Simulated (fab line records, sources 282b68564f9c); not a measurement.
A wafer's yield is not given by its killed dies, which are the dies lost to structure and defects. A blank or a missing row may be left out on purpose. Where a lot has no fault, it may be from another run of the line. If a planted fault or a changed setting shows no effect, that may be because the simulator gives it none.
Lot-split experiment | flow ritCmos | on a route of 202 steps: 5 lots, 23 wafers read

ABOUT THE SPLIT
At RIT_NLDD_COAT_01 (resist thk 1000 nm), the setting spinRpm was moved away from the recipe's 3250 rpm on 9 of the 23 wafers read, by -2.9% to +7.4%. This setting was run at the recipe's value on the other wafers.

FROM THE SPLIT TO THE READING: what the file shows between them, 3 steps
- RIT_NLDD_SOFTBAKE_02: time 60 s
- RIT_NLDD_EXPOSE_03: exposes mask M7, target cd 40700 nm
- RIT_NLDD_DEVELOP_05: develop time 50 s

THE READING
NOVOLAK_of_NLDD_COAT_01.thkNm (the simulator's own value, which no gauge read), in nm, at RIT_NLDD_HARDBAKE_07 (time 60 s). The file does not state a usual value for it. Across the 14 wafers here that went through the recipe, the average is 881.6 nm and the standard deviation 2.8 nm.

wafer  | tool, chamber at the split | spinRpm as run, rpm | against the recipe | NOVOLAK_of_NLDD_COAT_01.thkNm, nm | against lot-mates on the recipe
L075.1 | lithoTrack-02, 0           | 3390                | +4.3%              | 859.3                             | -20.3
L075.2 | lithoTrack-02, 0           | 3250                | recipe             | 879                               | -
L075.3 | lithoTrack-02, 0           | 3250                | recipe             | 879                               | -
L075.4 | lithoTrack-02, 0           | 3250                | recipe             | 880.7                             | -
L075.6 | lithoTrack-02, 0           | 3390                | +4.3%              | 862                               | -17.6
L079.1 | lithoTrack-03, 0           | 3250                | recipe             | 883                               | -
L079.2 | lithoTrack-03, 0           | 3250                | recipe             | 882.8                             | -
L079.3 | lithoTrack-03, 0           | 3491                | +7.4%              | 851.3                             | -30.9
L079.4 | lithoTrack-03, 0           | 3491                | +7.4%              | 849.2                             | -33.0
L079.5 | lithoTrack-03, 0           | 3250                | recipe             | 880.8                             | -
L080.1 | lithoTrack-02, 0           | 3250                | recipe             | 879.1                             | -
L080.3 | lithoTrack-02, 0           | 3250                | recipe             | 881.5                             | -
L080.4 | lithoTrack-02, 0           | 3250                | recipe             | 878.7                             | -
L081.1 | lithoTrack-04, 0           | 3488                | +7.3%              | 852.5                             | -28.6
L081.2 | lithoTrack-04, 0           | 3250                | recipe             | 879.7                             | -
L081.3 | lithoTrack-04, 0           | 3250                | recipe             | 879.4                             | -
L081.4 | lithoTrack-04, 0           | 3250                | recipe             | 884.3                             | -
L081.5 | lithoTrack-04, 0           | 3488                | +7.3%              | 852.1                             | -29.0
L085.1 | lithoTrack-04, 0           | 3156                | -2.9%              | 898.9                             | +11.7
L085.2 | lithoTrack-04, 0           | 3250                | recipe             | 887.1                             | -
L085.4 | lithoTrack-04, 0           | 3156                | -2.9%              | 900                               | +12.8
L085.5 | lithoTrack-04, 0           | 3156                | -2.9%              | 899.4                             | +12.2
L085.6 | lithoTrack-04, 0           | 3250                | recipe             | 887.3                             | -

FIT RESULTS
A straight line over all 23 wafers: NOVOLAK_of_NLDD_COAT_01.thkNm changes by -4.5 nm for each +1% of spinRpm; r = -0.98; the points scatter about the line by 3.1 nm.
The same after taking each lot's own level away (the mean of its wafers on the recipe; 23 wafers): -4.17 nm for each +1%; r = -1.00; scatter 1.4 nm.
That fit puts the effect of the largest move of spinRpm on the reading at 31 nm.
The span of the lots' own levels, 879.57 to 887.20 nm, comes to 2.7 times the standard deviation stated above.
So the lot-to-lot level changes the slope little: the two slopes agree.
Check: -30.9 nm against its lot-mates is what the line predicts for one of the wafers moved furthest among these (+7.4%) when that wafer is left out of the fit. Against them it came out at -30.9 nm.

ADDITIONAL SPLITS CARRIED BY THESE WAFERS
Before the reading, these wafers also passed through other splits. Each is held against what the fit with the lots' levels taken away leaves over:
other split on the same wafers     | wafers away from the commonest value | r with NOVOLAK_of_NLDD_COAT_01.thkNm (lot level and that fit taken away)
RIT_ACTIVE_EXPOSE_08 doseMj        | 5                                    | -0.03
RIT_ACTIVE_DEVELOP_10 developTimeS | 9                                    | +0.11
RIT_PWELL_COAT_01 resistThkNm      | 9                                    | -0.05
RIT_PWELL_IMPLANT_08 energyKev     | 5                                    | +0.09
RIT_PRETRO_COAT_01 resistThkNm     | 5                                    | -0.16
RIT_PRETRO_SOFTBAKE_02 timeS       | 7                                    | +0.13
RIT_GATE_CVD_08 pressureMtorr      | 15                                   | +0.25
RIT_GATE_DEVELOP_15 devTempC       | 6                                    | -0.07
RIT_REOX_CLEAN_00 tempC            | 10                                   | -0.19

THE WHOLE CHAIN: every reading that the file lists as answering this split, in the file's order
step                 | what it does       | reading                                                                        | change (the file's fit)              | r (the file's)
RIT_NLDD_COAT_01     | resist thk 1000 nm | NOVOLAK_of_NLDD_COAT_01.thkNm (the simulator's own value, which no gauge read) | -4.76 nm for each +1% of the setting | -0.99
RIT_NLDD_HARDBAKE_07 | time 60 s          | NOVOLAK_of_NLDD_COAT_01.thkNm (the simulator's own value, which no gauge read) | -4.17 nm for each +1% of the setting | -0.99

THE FILE'S OWN FIT
NOVOLAK_of_NLDD_COAT_01.thkNm changes by -4.17 nm for each +1% of spinRpm, r = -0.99.
